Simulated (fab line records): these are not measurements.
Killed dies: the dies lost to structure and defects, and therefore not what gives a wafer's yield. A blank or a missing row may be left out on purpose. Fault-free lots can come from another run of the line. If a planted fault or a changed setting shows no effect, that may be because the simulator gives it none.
fab line records / flow rit-cmos
record: lots: 7 wafers: 21 last-day: 7
route steps=202 shown NLDD@107 PLDD@114
lots that met no fault: taken from a fault-free run of the same line
start-h: start of the lot's first displayed wafer, in hours after the record's first day / wait-h: hours from the lot's prior step to this one / " identical to the entry in the row above / L1.1+2: a row that stands for several wafers / - either no value or no given start / * or withheld: withheld / < > ~ a bound
route shown NAME@n: a module of which the file shows steps, and the number in the route of the first / usual: mean/standard deviation of fault-free wafers / same: alike in all rows / chamber/n: place in a boat / sites: the reading at each site / _std_site: standard deviation across them / _edge_site: mean of outer sites minus mean of inner sites / radius-mm: how far each site lies from the wafer's centre / mask NAME#n: copy n / behind: tool/chamber where the wafer was last shaped / hold: why the lot went on hold/how many hours it stayed there/how the hold came to an end / device: transistor that didn't switch, given as n, p or np / end of line: tests run on the same wafers once the route is complete / step lacking rows: just its recipe / killed: at the first sort, the dies lost to defects and structure; wafer yield is something else / map: per-die view of a wafer (x killed, . not killed, _ where there is no die)
set.NAME: the setting that was run; set.NAME@STEP: the one run at that earlier step / model.NAME: the simulator's own value behind a step, which no gauge read
lots seen at some steps along the route; tables by step, rows by wafer
services: the hour from which a tool's chamber was out of use, counted from the record's first day as start-h (under 0 if before that day), plus the number of hours and why
== steps ==
step: RIT_NLDD_PEB_04
recipe: resist: NOVOLAK temp-c: withheld time-s: withheld
step: RIT_NLDD_DEVELOP_05
recipe: resist: NOVOLAK develop-time-s: 50 dev-temp-c: 23
step: RIT_NLDD_OVL_MEAS_06
usual: NLDD_OVL: -0.3/1.6
lot.wafer=L368.1 tool=overlay-01 chamber=- start-h=100.28 wait-h=- NLDD_OVL[nm]=-1.6
lot.wafer=L368.3 tool=overlay-01 chamber=- start-h=100.28 wait-h=- NLDD_OVL[nm]=-0.7
lot.wafer=L368.6 tool=overlay-01 chamber=- start-h=100.28 wait-h=- NLDD_OVL[nm]=0.5
lot.wafer=L370.4 tool=overlay-01 chamber=- start-h=112.57 wait-h=- NLDD_OVL[nm]=-0.5
lot.wafer=L370.5 tool=overlay-01 chamber=- start-h=112.57 wait-h=- NLDD_OVL[nm]=0.5
lot.wafer=L370.6 tool=overlay-01 chamber=- start-h=112.57 wait-h=- NLDD_OVL[nm]=0.3
lot.wafer=L371.2 tool=overlay-02 chamber=- start-h=116.15 wait-h=- NLDD_OVL[nm]=-1.3
lot.wafer=L371.3 tool=overlay-02 chamber=- start-h=116.15 wait-h=- NLDD_OVL[nm]=-0.8
lot.wafer=L371.6 tool=overlay-02 chamber=- start-h=116.15 wait-h=- NLDD_OVL[nm]=-1.8
lot.wafer=L372.3 tool=overlay-01 chamber=- start-h=120.56 wait-h=- NLDD_OVL[nm]=-1.4
lot.wafer=L372.5 tool=overlay-01 chamber=- start-h=120.56 wait-h=- NLDD_OVL[nm]=-1.2
lot.wafer=L372.6 tool=overlay-01 chamber=- start-h=120.56 wait-h=- NLDD_OVL[nm]=-0.2
lot.wafer=L375.3 tool=overlay-01 chamber=- start-h=136.97 wait-h=- NLDD_OVL[nm]=-1.4
lot.wafer=L375.5 tool=overlay-01 chamber=- start-h=136.97 wait-h=- NLDD_OVL[nm]=-2.7
lot.wafer=L375.6 tool=overlay-01 chamber=- start-h=136.97 wait-h=- NLDD_OVL[nm]=-2.4
lot.wafer=L377.1 tool=overlay-01 chamber=- start-h=146.53 wait-h=- NLDD_OVL[nm]=1.8
lot.wafer=L377.3 tool=overlay-01 chamber=- start-h=146.53 wait-h=- NLDD_OVL[nm]=3.2
lot.wafer=L377.6 tool=overlay-01 chamber=- start-h=146.53 wait-h=- NLDD_OVL[nm]=2.9
lot.wafer=L379.1 tool=overlay-02 chamber=- start-h=157.89 wait-h=- NLDD_OVL[nm]=-1.9
lot.wafer=L379.5 tool=overlay-02 chamber=- start-h=157.89 wait-h=- NLDD_OVL[nm]=-1.6
lot.wafer=L379.6 tool=overlay-02 chamber=- start-h=157.89 wait-h=- NLDD_OVL[nm]=-2.6
step: RIT_NLDD_HARDBAKE_07
recipe: resist: NOVOLAK temp-c: 140 time-s: 60
step: RIT_NLDD_IMPLANT_08
recipe: species: P energy-kev: 20 dose-cm2: 4.95e+14 tilt-deg: 7
step: RIT_NLDD_STRIP_09
recipe: chemistry: O2 time-s: 180 resist: NOVOLAK platen-temp-c: withheld power-w: 500 pressure-mtorr: 4000 o2-flow-sccm: 4000
usual: drypump-motor-current-A: 5.5/0.49 rf-refl-power-W: 7.8/1.3
lot.wafer=L368.1 tool=plasma-asher-04 chamber=1 start-h=100.62 wait-h=0.1 drypump-motor-current-A=5.6 rf-hours-counter-h=35 rf-refl-power-W=9.7
lot.wafer=L368.3 tool=plasma-asher-04 chamber=0 start-h=100.62 wait-h=0.1 drypump-motor-current-A=5.2 rf-hours-counter-h=- rf-refl-power-W=7.6
lot.wafer=L368.6 tool=plasma-asher-04 chamber=0 start-h=100.62 wait-h=0.1 drypump-motor-current-A=5.2 rf-hours-counter-h=- rf-refl-power-W=7.9
lot.wafer=L370.4 tool=plasma-asher-03 chamber=0 start-h=112.95 wait-h=0.1 drypump-motor-current-A=5.1 rf-hours-counter-h=- rf-refl-power-W=8.8
lot.wafer=L370.5 tool=plasma-asher-03 chamber=0 start-h=112.95 wait-h=0.1 drypump-motor-current-A=5.2 rf-hours-counter-h=- rf-refl-power-W=8.9
lot.wafer=L370.6 tool=plasma-asher-03 chamber=1 start-h=112.95 wait-h=0.1 drypump-motor-current-A=6.0 rf-hours-counter-h=- rf-refl-power-W=6.2
lot.wafer=L371.2 tool=plasma-asher-03 chamber=1 start-h=116.48 wait-h=0.1 drypump-motor-current-A=6.0 rf-hours-counter-h=51 rf-refl-power-W=6.2
lot.wafer=L371.3 tool=plasma-asher-03 chamber=0 start-h=116.48 wait-h=0.1 drypump-motor-current-A=5.2 rf-hours-counter-h=- rf-refl-power-W=8.6
lot.wafer=L371.6 tool=plasma-asher-03 chamber=1 start-h=116.48 wait-h=0.1 drypump-motor-current-A=6.0 rf-hours-counter-h=- rf-refl-power-W=6.4
lot.wafer=L372.3 tool=plasma-asher-02 chamber=1 start-h=120.95 wait-h=0.1 drypump-motor-current-A=4.8 rf-hours-counter-h=- rf-refl-power-W=7.5
lot.wafer=L372.5 tool=plasma-asher-02 chamber=0 start-h=120.95 wait-h=0.1 drypump-motor-current-A=6.3 rf-hours-counter-h=- rf-refl-power-W=6.9
lot.wafer=L372.6 tool=plasma-asher-02 chamber=1 start-h=120.95 wait-h=0.1 drypump-motor-current-A=4.9 rf-hours-counter-h=- rf-refl-power-W=7.5
lot.wafer=L375.3 tool=plasma-asher-02 chamber=1 start-h=137.36 wait-h=0.1 drypump-motor-current-A=4.9 rf-hours-counter-h=- rf-refl-power-W=7.4
lot.wafer=L375.5 tool=plasma-asher-02 chamber=1 start-h=137.36 wait-h=0.1 drypump-motor-current-A=4.9 rf-hours-counter-h=- rf-refl-power-W=7.4
lot.wafer=L375.6 tool=plasma-asher-02 chamber=0 start-h=137.36 wait-h=0.1 drypump-motor-current-A=6.3 rf-hours-counter-h=- rf-refl-power-W=6.9
lot.wafer=L377.1 tool=plasma-asher-03 chamber=1 start-h=146.87 wait-h=0.1 drypump-motor-current-A=6.0 rf-hours-counter-h=54 rf-refl-power-W=6.0
lot.wafer=L377.3 tool=plasma-asher-03 chamber=0 start-h=146.87 wait-h=0.1 drypump-motor-current-A=5.2 rf-hours-counter-h=- rf-refl-power-W=8.9
lot.wafer=L377.6 tool=plasma-asher-03 chamber=0 start-h=146.87 wait-h=0.1 drypump-motor-current-A=5.2 rf-hours-counter-h=- rf-refl-power-W=9.0
lot.wafer=L379.1 tool=plasma-asher-03 chamber=0 start-h=158.33 wait-h=0.1 drypump-motor-current-A=5.1 rf-hours-counter-h=54 rf-refl-power-W=8.8
lot.wafer=L379.5 tool=plasma-asher-03 chamber=0 start-h=158.33 wait-h=0.1 drypump-motor-current-A=5.2 rf-hours-counter-h=- rf-refl-power-W=8.8
lot.wafer=L379.6 tool=plasma-asher-03 chamber=1 start-h=158.33 wait-h=0.1 drypump-motor-current-A=6.0 rf-hours-counter-h=- rf-refl-power-W=6.4
step: RIT_NLDD_TW_MEAS_10
usual: NLDD_TW: 2484/12
lot.wafer=L368.1 tool=film-metro-04 chamber=- start-h=100.79 wait-h=0.1 NLDD_TW=2507
lot.wafer=L368.3 tool=film-metro-04 chamber=- start-h=100.79 wait-h=0.1 NLDD_TW=2493
lot.wafer=L368.6 tool=film-metro-04 chamber=- start-h=100.79 wait-h=0.1 NLDD_TW=2507
lot.wafer=L370.4 tool=film-metro-04 chamber=- start-h=113.09 wait-h=0.1 NLDD_TW=2505
lot.wafer=L370.5 tool=film-metro-04 chamber=- start-h=113.09 wait-h=0.1 NLDD_TW=2495
lot.wafer=L370.6 tool=film-metro-04 chamber=- start-h=113.09 wait-h=0.1 NLDD_TW=2506
lot.wafer=L371.2 tool=film-metro-04 chamber=- start-h=116.66 wait-h=0.1 NLDD_TW=2477
lot.wafer=L371.3 tool=film-metro-04 chamber=- start-h=116.66 wait-h=0.1 NLDD_TW=2495
lot.wafer=L371.6 tool=film-metro-04 chamber=- start-h=116.66 wait-h=0.1 NLDD_TW=2489
lot.wafer=L372.3 tool=film-metro-04 chamber=- start-h=121.08 wait-h=0.1 NLDD_TW=2461
lot.wafer=L372.5 tool=film-metro-04 chamber=- start-h=121.08 wait-h=0.1 NLDD_TW=2478
lot.wafer=L372.6 tool=film-metro-04 chamber=- start-h=121.08 wait-h=0.1 NLDD_TW=2474
lot.wafer=L375.3 tool=film-metro-02 chamber=- start-h=137.49 wait-h=0.1 NLDD_TW=2479
lot.wafer=L375.5 tool=film-metro-02 chamber=- start-h=137.49 wait-h=0.1 NLDD_TW=2496
lot.wafer=L375.6 tool=film-metro-02 chamber=- start-h=137.49 wait-h=0.1 NLDD_TW=2483
lot.wafer=L377.1 tool=film-metro-04 chamber=- start-h=147.04 wait-h=0.1 NLDD_TW=2485
lot.wafer=L377.3 tool=film-metro-04 chamber=- start-h=147.04 wait-h=0.1 NLDD_TW=2480
lot.wafer=L377.6 tool=film-metro-04 chamber=- start-h=147.04 wait-h=0.1 NLDD_TW=2491
lot.wafer=L379.1 tool=film-metro-02 chamber=- start-h=158.50 wait-h=0.1 NLDD_TW=2506
lot.wafer=L379.5 tool=film-metro-02 chamber=- start-h=158.50 wait-h=0.1 NLDD_TW=2501
lot.wafer=L379.6 tool=film-metro-02 chamber=- start-h=158.50 wait-h=0.1 NLDD_TW=2502
step: RIT_PLDD_HMDS_00
recipe: prime-time-s: 60 prime-temp-c: 140
step: RIT_PLDD_COAT_01
recipe: resist: NOVOLAK spin-rpm: 3250 resist-thk-nm: 1000
step: RIT_PLDD_SOFTBAKE_02
recipe: resist: NOVOLAK temp-c: 90 time-s: 60
step: RIT_PLDD_EXPOSE_03
recipe: mask-id: M8 na: 0.57 target-cd-nm: 40900 dose-mj: 250
step: RIT_PLDD_PEB_04
recipe: resist: NOVOLAK temp-c: withheld time-s: withheld
step: RIT_PLDD_DEVELOP_05
recipe: resist: NOVOLAK develop-time-s: 50 dev-temp-c: 23
usual: chill-plate-temp-C: 23.00/0.098 develop-time-s: 50/0
lot.wafer=L368.1 tool=litho-track-02 chamber=0 start-h=101 wait-h=- chill-plate-temp-C=22.92 develop-time-s=50
lot.wafer=L368.3 tool=litho-track-02 chamber=0 start-h=101 wait-h=- chill-plate-temp-C=23.13 develop-time-s=50
lot.wafer=L368.6 tool=litho-track-02 chamber=0 start-h=101 wait-h=- chill-plate-temp-C=22.91 develop-time-s=50
lot.wafer=L370.4 tool=litho-track-03 chamber=- start-h=113 wait-h=- chill-plate-temp-C=- develop-time-s=-
lot.wafer=L370.5 tool=litho-track-03 chamber=- start-h=113 wait-h=- chill-plate-temp-C=- develop-time-s=-
lot.wafer=L370.6 tool=litho-track-03 chamber=- start-h=113 wait-h=- chill-plate-temp-C=- develop-time-s=-
lot.wafer=L371.2 tool=litho-track-04 chamber=- start-h=117 wait-h=- chill-plate-temp-C=- develop-time-s=-
lot.wafer=L371.3 tool=litho-track-04 chamber=- start-h=117 wait-h=- chill-plate-temp-C=- develop-time-s=-
lot.wafer=L371.6 tool=litho-track-04 chamber=- start-h=117 wait-h=- chill-plate-temp-C=- develop-time-s=-
lot.wafer=L372.3 tool=litho-track-03 chamber=- start-h=122 wait-h=- chill-plate-temp-C=- develop-time-s=-
lot.wafer=L372.5 tool=litho-track-03 chamber=- start-h=122 wait-h=- chill-plate-temp-C=- develop-time-s=-
lot.wafer=L372.6 tool=litho-track-03 chamber=- start-h=122 wait-h=- chill-plate-temp-C=- develop-time-s=-
lot.wafer=L375.3 tool=litho-track-04 chamber=0 start-h=138 wait-h=- chill-plate-temp-C=23.11 develop-time-s=50
lot.wafer=L375.5 tool=litho-track-04 chamber=0 start-h=138 wait-h=- chill-plate-temp-C=22.97 develop-time-s=50
lot.wafer=L375.6 tool=litho-track-04 chamber=0 start-h=138 wait-h=- chill-plate-temp-C=23.02 develop-time-s=50
lot.wafer=L377.1 tool=litho-track-02 chamber=0 start-h=147 wait-h=- chill-plate-temp-C=23.13 develop-time-s=50
lot.wafer=L377.3 tool=litho-track-02 chamber=0 start-h=147 wait-h=- chill-plate-temp-C=23.08 develop-time-s=50
lot.wafer=L377.6 tool=litho-track-02 chamber=0 start-h=147 wait-h=- chill-plate-temp-C=23.07 develop-time-s=50
lot.wafer=L379.1 tool=litho-track-03 chamber=0 start-h=159 wait-h=- chill-plate-temp-C=22.81 develop-time-s=50
lot.wafer=L379.5 tool=litho-track-03 chamber=0 start-h=159 wait-h=- chill-plate-temp-C=23.08 develop-time-s=50
lot.wafer=L379.6 tool=litho-track-03 chamber=0 start-h=159 wait-h=- chill-plate-temp-C=23.02 develop-time-s=50
step: RIT_PLDD_OVL_MEAS_06
usual: PLDD_OVL: -0.6/1.5
lot.wafer=L368.1 tool=overlay-01 chamber=- start-h=101.99 wait-h=- PLDD_OVL[nm]=-3.3
lot.wafer=L368.3 tool=overlay-01 chamber=- start-h=101.99 wait-h=- PLDD_OVL[nm]=-2.4
lot.wafer=L368.6 tool=overlay-01 chamber=- start-h=101.99 wait-h=- PLDD_OVL[nm]=-4.6
lot.wafer=L370.4 tool=overlay-02 chamber=- start-h=113.99 wait-h=- PLDD_OVL[nm]=-
lot.wafer=L370.5 tool=overlay-02 chamber=- start-h=113.99 wait-h=- PLDD_OVL[nm]=-
lot.wafer=L370.6 tool=overlay-02 chamber=- start-h=113.99 wait-h=- PLDD_OVL[nm]=-
lot.wafer=L371.2 tool=overlay-02 chamber=- start-h=117.57 wait-h=- PLDD_OVL[nm]=-
lot.wafer=L371.3 tool=overlay-02 chamber=- start-h=117.57 wait-h=- PLDD_OVL[nm]=-
lot.wafer=L371.6 tool=overlay-02 chamber=- start-h=117.57 wait-h=- PLDD_OVL[nm]=-
lot.wafer=L372.3 tool=overlay-01 chamber=- start-h=122.11 wait-h=- PLDD_OVL[nm]=-
lot.wafer=L372.5 tool=overlay-01 chamber=- start-h=122.11 wait-h=- PLDD_OVL[nm]=-
lot.wafer=L372.6 tool=overlay-01 chamber=- start-h=122.11 wait-h=- PLDD_OVL[nm]=-
lot.wafer=L375.3 tool=overlay-02 chamber=- start-h=138.52 wait-h=- PLDD_OVL[nm]=-1.0
lot.wafer=L375.5 tool=overlay-02 chamber=- start-h=138.52 wait-h=- PLDD_OVL[nm]=-2.1
lot.wafer=L375.6 tool=overlay-02 chamber=- start-h=138.52 wait-h=- PLDD_OVL[nm]=-1.3
lot.wafer=L377.1 tool=overlay-02 chamber=- start-h=147.95 wait-h=- PLDD_OVL[nm]=-1.6
lot.wafer=L377.3 tool=overlay-02 chamber=- start-h=147.95 wait-h=- PLDD_OVL[nm]=-1.2
lot.wafer=L377.6 tool=overlay-02 chamber=- start-h=147.95 wait-h=- PLDD_OVL[nm]=-1.9
lot.wafer=L379.1 tool=overlay-02 chamber=- start-h=159.41 wait-h=- PLDD_OVL[nm]=-0.2
lot.wafer=L379.5 tool=overlay-02 chamber=- start-h=159.41 wait-h=- PLDD_OVL[nm]=0.4
lot.wafer=L379.6 tool=overlay-02 chamber=- start-h=159.41 wait-h=- PLDD_OVL[nm]=-0.3
== services ==
tool=plasma-asher-02 chamber=- start-h=108.75 hours=9.0 kind=pm
tool=plasma-asher-02 chamber=0 start-h=108.75 hours=9.0 kind=vent-cycle
tool=plasma-asher-02 chamber=1 start-h=108.75 hours=9.0 kind=vent-cycle
tool=plasma-asher-02 chamber=- start-h=117.75 hours=2.8 kind=pm
tool=plasma-asher-02 chamber=0 start-h=117.75 hours=- kind=clean
tool=plasma-asher-02 chamber=1 start-h=117.75 hours=- kind=clean
== key ==
first-sign: step: RIT_PLDD_DEVELOP_05 reading: tool-record direction: missing
effect none on later readings
met-at RIT_PLDD_DEVELOP_05
struck-wafers L370.4,L370.5,L370.6,L371.2,L371.3,L371.6,L372.3,L372.5,L372.6
sort-left-out L370.4,L370.5,L370.6,L371.2,L371.3,L371.6,L372.3,L372.5,L372.6
tester-left-out L370,L371,L372
fault: kind: skipped-step-whole tool: litho-track-03,litho-track-04 chamber: - onset-h: 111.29 steps: RIT_PLDD_DEVELOP_05 scope: struck-lots-only
tester-left-out: of these lots the tester's yield and bins aren't shown, on N5 and GAA mostly nor the transistor test; their killed dies are dies lost to structure and defects alone, not to doping, threshold or leakage, so they don't give the yield
sort-left-out: the simulated sort isn't trusted on such a fault, so these wafers' sort isn't shown, and their yield isn't known
